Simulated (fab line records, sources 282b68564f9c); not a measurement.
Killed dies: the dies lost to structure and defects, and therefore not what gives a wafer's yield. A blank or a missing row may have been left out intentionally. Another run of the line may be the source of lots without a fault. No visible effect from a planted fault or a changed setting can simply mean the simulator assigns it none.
Which tool was responsible? || flow rit-cmos || 7 lots with 21 wafers sampled at 2 steps, on a route of 202 steps

WHAT THE GAUGES READ, wafer by wafer
RIT_NSD_TW_MEAS_10.
{"lot": "L477", "measured": "day 3 08:29", "on": "film-metro-01", "NSD_TW": "3134 3143 3151"}
{"lot": "L479", "measured": "day 3 21:38", "on": "film-metro-02", "NSD_TW": "3100 3093 3092"}
{"lot": "L481", "measured": "day 4 04:46", "on": "film-metro-01", "NSD_TW": "3114 3142 3116"}
{"lot": "L484", "measured": "day 4 22:24", "on": "film-metro-04", "NSD_TW": "3061 3047 3041"}
{"lot": "L489", "measured": "day 5 21:16", "on": "film-metro-04", "NSD_TW": "3052 3050 3042"}
{"lot": "L494", "measured": "day 6 19:01", "on": "film-metro-02", "NSD_TW": "3137 3117 3123"}
{"lot": "L497", "measured": "day 7 10:22", "on": "film-metro-04", "NSD_TW": "3045 3041 3029"}

TOOL THAT RAN EACH LOT (tool first, then ch and the chambers of the sampled wafers, then the start)
{"lot": "L477", "RIT_NSD_IMPLANT_08": "implanter-01 ch 0, day 3 08:10"}
{"lot": "L479", "RIT_NSD_IMPLANT_08": "implanter-02 ch 0, day 3 21:19"}
{"lot": "L481", "RIT_NSD_IMPLANT_08": "implanter-01 ch 0, day 4 04:27"}
{"lot": "L484", "RIT_NSD_IMPLANT_08": "implanter-01 ch 0, day 4 22:05"}
{"lot": "L489", "RIT_NSD_IMPLANT_08": "implanter-01 ch 0, day 5 20:58"}
{"lot": "L494", "RIT_NSD_IMPLANT_08": "implanter-03 ch 0, day 6 18:42"}
{"lot": "L497", "RIT_NSD_IMPLANT_08": "implanter-01 ch 0, day 7 10:05"}
- RIT_NSD_IMPLANT_08

THE ANSWER, worked out from the rows above alone
Rule: the lots themselves supply what counts as usual. Put in order of their means at a reading, lots are off if they are a third of the lots or fewer, leave a main group of 4 or more, and stand apart from it by a gap of 3 or more times the standard deviation of the main group's means; of several such gaps the widest counts. The tables above print the reading to a certain number of digits; a main group whose means all agree to those digits is not used. A lot without any number at a reading at which 4 lots or more have one is off too. The other lots that the step has rows for count as sound.
None of the lots is off at any reading shown; this tells nothing.

WHAT THE SIMULATOR HAD PUT IN
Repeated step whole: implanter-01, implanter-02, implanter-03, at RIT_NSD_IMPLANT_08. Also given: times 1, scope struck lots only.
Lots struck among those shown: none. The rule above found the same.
